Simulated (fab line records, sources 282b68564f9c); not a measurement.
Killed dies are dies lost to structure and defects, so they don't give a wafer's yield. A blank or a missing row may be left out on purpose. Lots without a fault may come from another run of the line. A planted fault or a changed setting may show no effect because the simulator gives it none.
A struck lot beside a sound one | flow rit_cmos | 20 steps out of a route of 202
Sound: wafers L612.1, L612.3, L612.4. Struck: wafers L617.2, L617.3, L617.4. The cause comes at the end.
At each step with rows: each side's tool, then ch and its chambers, then its first start. Under that, the readings that differ: sound wafers | struck wafers | difference of the means | sigmas: that difference in standard deviations of wafers without a fault.
alike: readings whose means differ by less than 2 such deviations, and words and numbers that are the same on both sides. not compared: withheld readings, readings that some wafer has no value for, bounds like >300 that may hide the same value, and numbers for which the record gives no deviation and whose values overlap.
The two part at a step that has a row with sigmas, a row that says differs or no value, or rows on one side only. Numbers that don't overlap but have no deviation are shown without sigmas and don't part them. A reading that every wafer of one side lacks parts them only if that side has two wafers or more.

first, 6 steps without rows for these wafers: RIT_NRETRO_HMDS_00 (prime time 60 s); RIT_NRETRO_COAT_01 (resist thk 1300 nm); RIT_NRETRO_SOFTBAKE_02 (time 60 s); RIT_NRETRO_EXPOSE_03 (exposes mask M4, target cd 43900 nm); RIT_NRETRO_PEB_04; RIT_NRETRO_DEVELOP_05 (develop time 68 s).
RIT_NRETRO_OVL_MEAS_06:
  sound on overlay-02, day 3 07:10; struck on overlay-02, day 4 10:13
  alike: NRETRO_OVL
then, 2 steps without rows for these wafers: RIT_NRETRO_HARDBAKE_07 (time 120 s); RIT_NRETRO_IMPLANT_08.
RIT_NRETRO_STRIP_09: strips in O2, time 180 s.
  sound on plasma_asher-02 ch 0,1, day 3 07:36; struck on plasma_asher-01 ch 0,1, day 4 10:41
  alike: drypump_motor_current_A
  not compared: rf_hours_counter_h
RIT_NRETRO_TW_MEAS_10:
  sound on film_metro-04, day 3 07:47; struck on film_metro-01, day 4 10:52
  alike: NRETRO_TW
then, 1 step without rows for these wafers: RIT_PRETRO_HMDS_00 (prime time 60 s).
RIT_PRETRO_COAT_01: resist thk 1300 nm.
  sound on litho_track-01 ch 0, day 3 07:59; struck on litho_track-02, day 4 11:05
  no value came back on the struck wafers for chill_plate_temp_C (C), dispense_pressure_kPa (kPa); on the sound wafers chill_plate_temp_C (C) reads 22.93 22.94 22.95
then, 4 steps without rows for these wafers: RIT_PRETRO_SOFTBAKE_02 (time 60 s); RIT_PRETRO_EXPOSE_03 (exposes mask M5, target cd 43700 nm); RIT_PRETRO_PEB_04; RIT_PRETRO_DEVELOP_05 (develop time 68 s).
RIT_PRETRO_OVL_MEAS_06:
  sound on overlay-02, day 3 08:43; struck on overlay-01, day 4 11:48
  reading         | sound        | struck | difference                    | sigmas
  PRETRO_OVL (nm) | 0.5 1.2 -0.2 | - - -  | no value on the struck wafers |
then, 1 step without rows for these wafers: RIT_PRETRO_HARDBAKE_07 (time 120 s).
RIT_M1_PROBE_99:
  sound on prober-01, day 4 14:02; struck on prober-02, day 5 16:38
  reading             | sound | struck      | difference | sigmas
  killed_at_M0_to_M3  | 0 0 2 | 0 0 0       | -1         | -3
  killed_at_front_end | 5 8 2 | 263 264 264 | +259       | +83
  killed_dies         | 5 8 4 | 264 264 264 | +258       | +83
  killed_on_rim       | 0 3 0 | 70 70 70    | +69        | +49
  alike: killed_at_contacts, killed_open, killed_short

WHERE THEY PART
First at RIT_PRETRO_COAT_01; last, within this record, at RIT_M1_PROBE_99.

WHY: what the simulator had put in
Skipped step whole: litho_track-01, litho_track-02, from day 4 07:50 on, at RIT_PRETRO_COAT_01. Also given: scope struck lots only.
